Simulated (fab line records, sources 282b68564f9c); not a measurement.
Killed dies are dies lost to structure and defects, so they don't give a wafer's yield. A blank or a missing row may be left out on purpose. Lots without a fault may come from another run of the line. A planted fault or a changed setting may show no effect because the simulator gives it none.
Tool commonality check | flow rit_cmos | 12 lots, 36 wafers sampled

WHY IT WAS OPENED
At RIT_PRETRO_TW_MEAS_10 the reading PRETRO_TW is flagged on 4 of 12 lots. Wafers without a fault read 474.6, standard deviation 3.
Rule: a lot is flagged when every wafer of it that has a number lies more than 4 standard deviations from that mean, or none has a number. The other lots count as sound.

lot  | measured    | on            | PRETRO_TW, wafer by wafer | flag
L734 | day 2 09:10 | film_metro-02 | 475.8 473.2 474.8         |
L735 | day 2 13:43 | film_metro-02 | 470.9 470.4 474.3         |
L736 | day 2 18:11 | film_metro-02 | 472.9 474.1 472.4         |
L737 | day 2 22:42 | film_metro-01 | 479.2 477.2 479.6         |
L738 | day 3 04:34 | film_metro-02 | 470.8 473.1 471.9         |
L739 | day 3 09:45 | film_metro-02 | 470.5 470.5 471.0         |
L740 | day 3 13:34 | film_metro-01 | 479.5 479.2 479.4         |
L741 | day 3 18:22 | film_metro-04 | 476.7 477.4 476.2         |
L743 | day 4 06:07 | film_metro-04 | 785.6 783.4 786.6         | FLAGGED
L744 | day 4 09:22 | film_metro-04 | 786.2 787.8 787.2         | FLAGGED
L745 | day 4 15:31 | film_metro-02 | 779.2 779.8 781.2         | FLAGGED
L746 | day 4 19:50 | film_metro-01 | 793.9 787.9 790.2         | FLAGGED
The numbers of the flagged lots are 785.8 on average: +311.1 against the usual, or +99 or more standard deviations.

WHICH TOOL RAN EACH LOT
The record holds 1 process step before the reading, out of a route of 202 steps. In each cell: the tool, then ch and the chambers that the sampled wafers went through, then the start.
lot  | flag    | RIT_PRETRO_IMPLANT_08
L734 |         | implanter-01 ch 0, day 2 08:51
L735 |         | implanter-01 ch 0, day 2 13:25
L736 |         | implanter-03 ch 0, day 2 17:52
L737 |         | implanter-03 ch 0, day 2 22:23
L738 |         | implanter-04 ch 0, day 3 04:14
L739 |         | implanter-01 ch 0, day 3 09:17
L740 |         | implanter-01 ch 0, day 3 13:15
L741 |         | implanter-03 ch 0, day 3 18:02
L743 | FLAGGED | implanter-01 ch 0, day 4 05:47
L744 | FLAGGED | implanter-01 ch 0, day 4 09:02
L745 | FLAGGED | implanter-01 ch 0, day 4 15:13
L746 | FLAGGED | implanter-01 ch 0, day 4 19:33
What these steps do:
- RIT_PRETRO_IMPLANT_08
- RIT_PRETRO_TW_MEAS_10

FLAGGED OVER TOTAL, TOOL BY TOOL (the gauges that took the reading come last)
step                  | tool          | lots run | flagged | share of the flagged lots | sound lots run after its first flagged lot
RIT_PRETRO_IMPLANT_08 | implanter-01  | 8        | 4       | all                       | 0
RIT_PRETRO_IMPLANT_08 | implanter-03  | 3        | 0       | none                      | -
RIT_PRETRO_IMPLANT_08 | implanter-04  | 1        | 0       | none                      | -
RIT_PRETRO_TW_MEAS_10 | film_metro-01 | 3        | 1       | some                      | 0
RIT_PRETRO_TW_MEAS_10 | film_metro-02 | 6        | 1       | some                      | 0
RIT_PRETRO_TW_MEAS_10 | film_metro-04 | 3        | 2       | some                      | 0

WHAT THE TABLE ALLOWS
1 row of the table ran every flagged lot: implanter-01 at RIT_PRETRO_IMPLANT_08.
- implanter-01 at RIT_PRETRO_IMPLANT_08: 4 of its 8 lots flagged. Its last sound lot is L740 (day 3 13:15), its first flagged lot L743 (day 4 05:47): a fault that began between those two fits.
One tool is left: implanter-01 at RIT_PRETRO_IMPLANT_08.

WHAT THE SIMULATOR HAD PUT IN
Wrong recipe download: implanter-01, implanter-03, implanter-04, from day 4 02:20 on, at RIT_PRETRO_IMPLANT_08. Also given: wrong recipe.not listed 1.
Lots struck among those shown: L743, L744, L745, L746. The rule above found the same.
